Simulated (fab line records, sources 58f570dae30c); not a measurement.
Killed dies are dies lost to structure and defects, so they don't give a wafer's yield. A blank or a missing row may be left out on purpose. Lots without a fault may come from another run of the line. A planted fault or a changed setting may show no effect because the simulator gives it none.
Which tool did it? | flow berkeley_cmos170 | 14 lots, 42 wafers sampled, at 1 step of a route of 331

WHAT THE GAUGES READ, wafer by wafer
The record holds no reading of a measuring or inspecting step that can be judged against a usual standard deviation.

WHICH TOOL RAN EACH LOT (tool, then ch and the chambers of the sampled wafers, then the start)
lot  | UCB170_ACTIVE_STRIP_16
L629 | plasma_asher-02 ch 0,1, day 4 10:16
L631 | plasma_asher-02 ch 0,1, day 4 12:00
L633 | plasma_asher-02 ch 0,1, day 5 02:26
L632 | plasma_asher-01 ch 0,1, day 5 06:29
L636 | plasma_asher-01 ch 0,1, day 5 15:48
L639 | plasma_asher-01 ch 0,1, day 6 00:08
L640 | plasma_asher-03 ch 0,1, day 6 08:16
L646 | plasma_asher-02 ch 1, day 7 10:19
L644 | plasma_asher-03 ch 0,1, day 7 10:38
L649 | plasma_asher-02 ch 0,1, day 8 09:48
L648 | plasma_asher-03 ch 0,1, day 8 09:53
L647 | plasma_asher-01 ch 0,1, day 8 10:00
L650 | plasma_asher-01 ch 0,1, day 8 15:57
L651 | plasma_asher-02 ch 0,1, day 9 02:56
- UCB170_ACTIVE_STRIP_16: strips in O2.

WHAT THE TOOLS THEMSELVES READ (means of the sampled wafers that have a number; where no wafer has one, the mark that the record gives instead)
UCB170_ACTIVE_STRIP_16.
lot  | tool            | chamber_pressure_mTorr (mTorr) | drypump_motor_current_A (A) | oes_product_au (a.u.) | strip_time_to_endpoint_s (s)
L629 | plasma_asher-02 | 3502                           | 6.0                         | 0.720                 | 18.15
L631 | plasma_asher-02 | 3502                           | 6.4                         | 0.722                 | 18.08
L633 | plasma_asher-02 | 3502                           | 6.0                         | 0.720                 | 18.06
L632 | plasma_asher-01 | 3498                           | 5.1                         | 0.722                 | 18.12
L636 | plasma_asher-01 | 3498                           | 5.2                         | 0.724                 | 18.05
L639 | plasma_asher-01 | -                              | -                           | -                     | -
L640 | plasma_asher-03 | -                              | -                           | -                     | -
L646 | plasma_asher-02 | 3501                           | 6.8                         | 0.723                 | 18.16
L644 | plasma_asher-03 | 3501                           | 5.9                         | 0.721                 | 18.05
L649 | plasma_asher-02 | 3498                           | 6.4                         | 0.720                 | 18.05
L648 | plasma_asher-03 | 3502                           | 5.8                         | 0.717                 | 18.09
L647 | plasma_asher-01 | 3499                           | 5.1                         | 0.721                 | 18.12
L650 | plasma_asher-01 | 3504                           | 5.2                         | 0.721                 | 18.05
L651 | plasma_asher-02 | 3494                           | 6.0                         | 0.717                 | 18.14

THE ANSWER, worked out from the rows above alone
Rule: what is usual is taken from the lots themselves. Put in order of their means at a reading, lots are off if they are a third of the lots or fewer, leave a main group of 4 or more, and stand apart from it by a gap of 3 or more times the standard deviation of the main group's means; of several such gaps the widest counts. A main group whose means are all the same, to the digits that the tables above print for the reading, isn't used. A lot without any number at a reading at which 4 lots or more have one is off too. The other lots that the step has rows for count as sound. The gauges are gone through in route order, then the tools' own readings, and for those a lot's mean is taken as printed above. The first step at which some lot is off is used, and at that step the reading that is off furthest; a lot without a number counts as furthest.
Off: L639, L640, at UCB170_ACTIVE_STRIP_16 (chamber_pressure_mTorr). Without a number there: L639, L640. The main group: mean 3500 mTorr, standard deviation 2.6.
A tool fits if, at that step or a process step before it, it ran every lot that is off, and no sound lot after the first of them. None of those tried fits.

WHAT THE SIMULATOR HAD PUT IN
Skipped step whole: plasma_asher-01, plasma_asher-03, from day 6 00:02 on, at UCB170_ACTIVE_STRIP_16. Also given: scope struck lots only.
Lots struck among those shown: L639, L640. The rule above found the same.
